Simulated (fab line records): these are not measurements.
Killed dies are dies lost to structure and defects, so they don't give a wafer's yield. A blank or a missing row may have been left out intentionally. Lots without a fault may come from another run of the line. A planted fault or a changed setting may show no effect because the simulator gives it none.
Problem report, 8D (eight disciplines) form, completed by code ; flow berkeley cmos170 ; the parts of the form that need people (team, actions taken, sign-off) are left out

## 1. PROBLEM STATEMENT
Wafers free of any fault read 602 (standard deviation 6.6) for PFIELD_TW at UCB170_PFIELD_TW_MEAS_09, against a mean of 560 on 9 wafers of 3 lots. That puts it -6.3 standard deviations away from the usual mean.
First observed at day 8 15:22: wafer L803.2, on film metro-03. At this step, 45 wafers from 15 lots have a number in the record. The rule behind "out" and "out of limits": a value lying over 4 standard deviations away from the usual mean. The other wafers with a number count as sound.

## 2. WHAT IT IS; WHAT IT IS NOT
question;is;is not
which readings at this step;PFIELD_TW;-
which lots;L803, L805, L807;L789, L790, L793, L794, L795, L796, L797, L798, L800, L802, L809, L811
which wafers of those lots;all that have a number;-
read on which gauges;film metro-01, film metro-03;film metro-04
when;from day 8 15:22;"up to then (30 sound wafers); but 6 sound wafers of L809, L811 came after"

## 3. SUSPECTS, AND WHAT RULES EACH OUT
Counting: a tool stays on the suspect list if, at a process step up to the reading, it processed all lots that are out and no sound lot following the first of them.
- the gauge at UCB170_PFIELD_TW_MEAS_09 has been ruled out. Those wafers that are out were read across 2 gauges (film metro-01, film metro-03).
- implanter-03 at UCB170_PFIELD_IMPLANT_07: kept. Every lot that is out went through it, starting with L803 (day 8 15:07), and after that it ran no sound lot; the last sound lot it ran before then is L800 (day 7 09:54). On those wafers its own readings are out: beam on s, faraday current uA.
Left after counting: implanter-03 at UCB170_PFIELD_IMPLANT_07.

## 4. THE CAUSE (what the simulator had put in)
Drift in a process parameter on implanter-03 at UCB170_PFIELD_IMPLANT_07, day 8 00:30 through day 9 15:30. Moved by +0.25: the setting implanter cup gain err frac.
The count eliminated every tool but this one.

## 5. SEQUENCE OF EFFECTS, ordered by route
Each row: a reading whose mean over the struck wafers that have a number lies more than 3 standard deviations from the usual. Only readings whose record carries a usual standard deviation are examined. hours: median over the lots of the time between each lot's start at the first step of this table that gives one and its start at this step. sigmas: the change, counted in usual standard deviations.
hours;step;reading;usual;on struck wafers;change;sigmas
0;UCB170_PFIELD_IMPLANT_07;beam on s;10.04 s;8.13;-1.91;-9.6
0;UCB170_PFIELD_IMPLANT_07;faraday current uA;63.2;78.2;+15.0;+12
0;UCB170_PFIELD_TW_MEAS_09;PFIELD_TW;602;560;-42;-6.3
It contains these process steps:
- UCB170_PFIELD_IMPLANT_07
At these later measuring or inspecting steps, every struck wafer for which the step has a row has a number for every such reading, and none has moved that far: UCB170_V1_THK_MEAS_04.

## 6. WHAT WOULD HAVE CAUGHT IT SOONER
The first out-of-limits reading at a measuring or inspecting step in this record came at day 8 15:22, 15 hours after the fault's start at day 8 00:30.
At UCB170_PFIELD_IMPLANT_07, the tool's own readings (beam on s, faraday current uA) were out on each struck wafer the step has a row for, so an alarm limit on them would have fired on the first such wafer.
Among the 3 lots that are out, L805, L807 began UCB170_PFIELD_IMPLANT_07 on implanter-03 after day 8 15:22. A hold on the tool at that time would have spared those 2.
